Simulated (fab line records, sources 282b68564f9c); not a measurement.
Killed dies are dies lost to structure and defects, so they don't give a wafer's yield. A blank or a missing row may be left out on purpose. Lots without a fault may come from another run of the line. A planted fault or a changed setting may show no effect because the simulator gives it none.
fab line records | flow rit_cmos
record lots=13 wafers=39 last_day=7
route steps=202 shown GATE@89 M1@202
lots that met no fault: from a run of the same line without faults
start_h: hours from the record's first day to the start of the lot's first wafer shown | wait_h: hours since the lot's step before | " the same as in the row above | L1.1+2: a row that stands for several wafers | - no value, or no start given | * or withheld: withheld | < > ~ a bound
route shown NAME@n: a module of which the file shows steps, and the number in the route of the first | usual: mean/standard deviation of fault-free wafers | same: alike in all rows | chamber/n: place in a boat | sites: the reading at each site | _std_site: their standard deviation | _edge_site: outer sites' mean less inner sites' | radius_mm: how far each site lies from the wafer's centre | mask NAME#n: copy n | behind: the tool/chamber that last shaped the wafer | hold: why the lot was held/for how many hours/how that ended | device: the transistor (n, p or np) that didn't switch | end of line: the same wafers' tests at the end of the route | a step without rows: its recipe alone | killed: dies lost to structure and defects at the first sort, not the wafer's yield | map: a wafer's dies, x killed, . not, _ none there
set.NAME: the setting as run; set.NAME@STEP: as run at that earlier step | model.NAME: the simulator's own value behind a step, which no gauge read
steps of the route over a sample of lots; a table a step, a row a wafer
services: from which hour (start_h, from the record's first day; less than 0 if before it) a tool's chamber was out of use, for how many hours, and why
## steps
# step RIT_GATE_EXPOSE_13
# recipe mask_id=M6 na=0.6 source_shape=conventional sigma_outer=0.6 target_cd_nm=150 dose_mj=380
# usual reticle_temp_C=23.00/0.12
# same sigma_outer=0.6
# columns lot.wafer tool chamber start_h wait_h mask reticle_temp_C
L348.1 iline_stepper-02 0 48.19 0.1 M6#0 22.93
L348.2 " 0 " " M6#0 22.91
L348.6 " 0 " " M6#0 22.85
L350.1 iline_stepper-01 0 57.33 0.1 M6#0 23.11
L350.4 " 0 " " M6#0 23.18
L350.5 " 0 " " M6#0 23.23
L352.2 iline_stepper-01 0 73.82 0.1 M6#0 22.99
L352.3 " 0 " " M6#0 23.19
L352.6 " 0 " " M6#0 23.11
L353.1 iline_stepper-02 0 76.51 0.4 M6#0 22.95
L353.2 " 0 " " M6#0 22.96
L353.5 " 0 " " M6#0 22.86
L354.2 iline_stepper-02 0 76.86 0.1 M6#0 23.10
L354.3 " 0 " " M6#0 23.17
L354.5 " 0 " " M6#0 22.97
L355.1 iline_stepper-02 0 85.76 0.1 M6#0 23.13
L355.3 " 0 " " M6#0 23.01
L355.5 " 0 " " M6#0 22.99
L358.4 iline_stepper-01 0 99.05 0.2 M6_R1#0 23.01
L358.5 " 0 " " M6_R1#0 23.04
L358.6 " 0 " " M6_R1#0 23.01
L362.1 iline_stepper-01 0 117.67 0.2 M6#0 22.98
L362.3 " 0 " " M6#0 23.13
L362.5 " 0 " " M6#0 22.77
L365.2 iline_stepper-02 0 133.91 0.2 M6#0 23.10
L365.3 " 0 " " M6#0 23.11
L365.4 " 0 " " M6#0 22.94
L366.2 iline_stepper-01 0 137.84 0.1 M6#0 22.96
L366.4 " 0 " " M6#0 23.02
L366.5 " 0 " " M6#0 23.02
L367.1 iline_stepper-01 0 153.34 0.1 M6#0 22.99
L367.4 " 0 " " M6#0 23.03
L367.5 " 0 " " M6#0 22.97
L369.1 iline_stepper-01 0 153.45 0.2 M6#0 22.95
L369.3 " 0 " " M6#0 22.93
L369.4 " 0 " " M6#0 22.88
L368.2 iline_stepper-02 0 153.81 0.2 M6#0 23.13
L368.3 " 0 " " M6#0 23.03
L368.5 " 0 " " M6#0 23.06
# step RIT_GATE_CD_MEAS_16
# recipe target_cd_nm=150
# usual cd_nm=150.5/2.5
# columns lot.wafer tool chamber start_h wait_h cd_nm
L348.1 cd_sem-02 - 48.59 - 149.3
L348.2 " - " " 149.9
L348.6 " - " " 149.6
L350.1 cd_sem-02 - 57.73 - 154.3
L350.4 " - " " 152.5
L350.5 " - " " 152.9
L352.2 cd_sem-01 - 74.22 - 147.4
L352.3 " - " " 148.9
L352.6 " - " " 147.8
L353.1 cd_sem-01 - 77.02 - 152.7
L353.2 " - " " 155.2
L353.5 " - " " 154.4
L354.2 cd_sem-01 - 77.26 - 151.0
L354.3 " - " " 149.3
L354.5 " - " " 151.0
L355.1 cd_sem-02 - 86.16 - 148.6
L355.3 " - " " 149.9
L355.5 " - " " 148.3
L358.4 cd_sem-01 - 99.45 - 193.9
L358.5 " - " " 193.7
L358.6 " - " " 195.7
L362.1 cd_sem-01 - 118.07 - 152.4
L362.3 " - " " 148.9
L362.5 " - " " 151.8
L365.2 cd_sem-01 - 134.31 - 152.2
L365.3 " - " " 153.8
L365.4 " - " " 153.4
L366.2 cd_sem-01 - 138.24 - 149.4
L366.4 " - " " 152.0
L366.5 " - " " 148.6
L367.1 cd_sem-01 - 153.74 - 150.1
L367.4 " - " " 150.7
L367.5 " - " " 150.9
L369.1 cd_sem-02 - 153.95 - 149.1
L369.3 " - " " 151.0
L369.4 " - " " 152.0
L368.2 cd_sem-01 - 154.26 - 148.7
L368.3 " - " " 146.4
L368.5 " - " " 147.9
# step RIT_M1_PROBE_99
# usual killed_at_contacts=0.1/0.28 killed_at_front_end=7.0/2.9 killed_dies=7.0/2.9 killed_on_rim=1.8/1.4 killed_open=3.4/2.1 killed_short=3.6/1.7
# same gross_dies=264 killed_at_M0_to_M3=0 killed_at_M4_up=0 killed_at_back_side=0 killed_at_other=0
# columns lot.wafer tool chamber start_h wait_h killed_at_contacts killed_at_front_end killed_dies killed_on_rim killed_open killed_short
L358.4 prober-01 - 121.18 0.2 0 264 264 70 3 7
L358.5 prober-01 - 121.23 0.2 0 264 264 70 4 5
L358.6 prober-01 - 121.28 0.2 0 264 264 70 4 4
# killed by level:class
L358.4 GATE:area_expose=254 REOX:geometric_particle:short=3 GATE:geometric_particle:short=2 SILICIDE:geometric_particle:open=2 SPACER:geometric_particle:short=1 GATE:geometric_particle:open=1 SILICIDE:geometric_particle:short=1
L358.5 GATE:area_expose=255 GATE:geometric_particle:open=3 GATE:geometric_particle:short=2 SILICIDE:geometric_particle:short=2 REOX:geometric_particle:short=1 SILICIDE:geometric_particle:open=1
L358.6 GATE:area_expose=256 GATE:geometric_particle:open=3 GATE:geometric_particle:short=2 SILICIDE:geometric_particle:short=2 FOX1:geometric_particle:open=1
## services
# columns tool chamber start_h hours kind
iline_stepper-01 - 75.50 1.7 pm
iline_stepper-01 - 91.00 2.1 pm
iline_stepper-01 - 93.08 - consumable_replace:lamp
iline_stepper-02 - 97.59 1.7 pm
## key
first_sign step=RIT_GATE_EXPOSE_13 reading=mask direction=changed
effect step=RIT_GATE_CD_MEAS_16 reading=cd_nm direction=up sigmas=18 usual=150.5 struck=194.4
effect step=RIT_M1_PROBE_99 reading=killed_dies direction=up sigmas=88 usual=7.0 struck=264
more_kills_born_at RIT_GATE_EXPOSE_13@iline_stepper-01=764
met_at RIT_GATE_EXPOSE_13
struck_lots L358
later_rows_left_out L358.4,L358.5,L358.6
tester_left_out L358
onset_between 73.82 99.05
fault kind=wrong_mask tool=any chamber=- onset_h=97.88 steps=RIT_GATE_EXPOSE_13 aux_copy=M6_R1#0 cd_offset_nm=45 scope=struck_lots_only
# tester_left_out: of these lots the tester's yield and bins aren't shown, on N5 and GAA mostly nor the transistor test; their killed dies are dies lost to structure and defects alone, not to doping, threshold or leakage, so they don't give the yield
# later_rows_left_out: the simulator's readings of these wafers behind a module that went badly wrong aren't trusted and aren't shown, but for the sort
